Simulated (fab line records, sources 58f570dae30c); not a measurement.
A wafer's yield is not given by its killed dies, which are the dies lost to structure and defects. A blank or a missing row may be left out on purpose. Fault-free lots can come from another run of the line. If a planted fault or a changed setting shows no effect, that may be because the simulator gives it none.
Chamber matching	flow berkeley-cmos170	UCB170_V1_CVD_00 on pecvd-02 has 3 sister chambers
The step deposits SiO2 from TEOS/O2, target thk 2000 nm, time 250 s. 6 wafers are shown with their chamber, then 8 later ones without.

## WAFERS WITH THEIR CHAMBER
wafer	chamber	heater-power-w (W)
L239.6	1	390
L237.5	1	295
L237.6	0	166
L241.3	0	194
L241.4	2	194
L238.2	2	278

## WAFERS WITH NO CHAMBER GIVEN
wafer	heater-power-w (W)
L238.4	193
L238.6	288
L248.2	215
L248.3	388
L248.4	292
L251.2	235
L251.3	268
L251.6	290

## CHAMBER TAKEN BY EACH
wafer	from the rows above	in truth
L238.4	can't be placed: 0 or 2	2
L238.6	can't be placed: 2 or 1 or 0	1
L248.2	can't be placed: 2 or 0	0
L248.3	1	1
L248.4	can't be placed: 1 or 2 or 0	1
L251.2	can't be placed: 2 or 0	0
L251.3	can't be placed: 2 or 1 or 0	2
L251.6	can't be placed: 1 or 2 or 0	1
Correctly placed: 1 of 8. Not placeable from these rows: 7 (in 7, the candidates include the true chamber). Wrongly placed: 0.
How it was worked out, from the rows above alone: a wafer's distance from a chamber is the root of the sum, over the readings, of the square of ((its reading less the chamber's mean) divided by the reading's scatter). If the next closest chamber is less than 2 further off than the closest, the wafer can't be placed; otherwise it belongs to the closest. A chamber's mean is the mean of its shown wafers. The scatter is the square root of a quotient: the sum, over the shown wafers, of each reading's squared deviation from its chamber's mean, divided by wafers minus chambers.
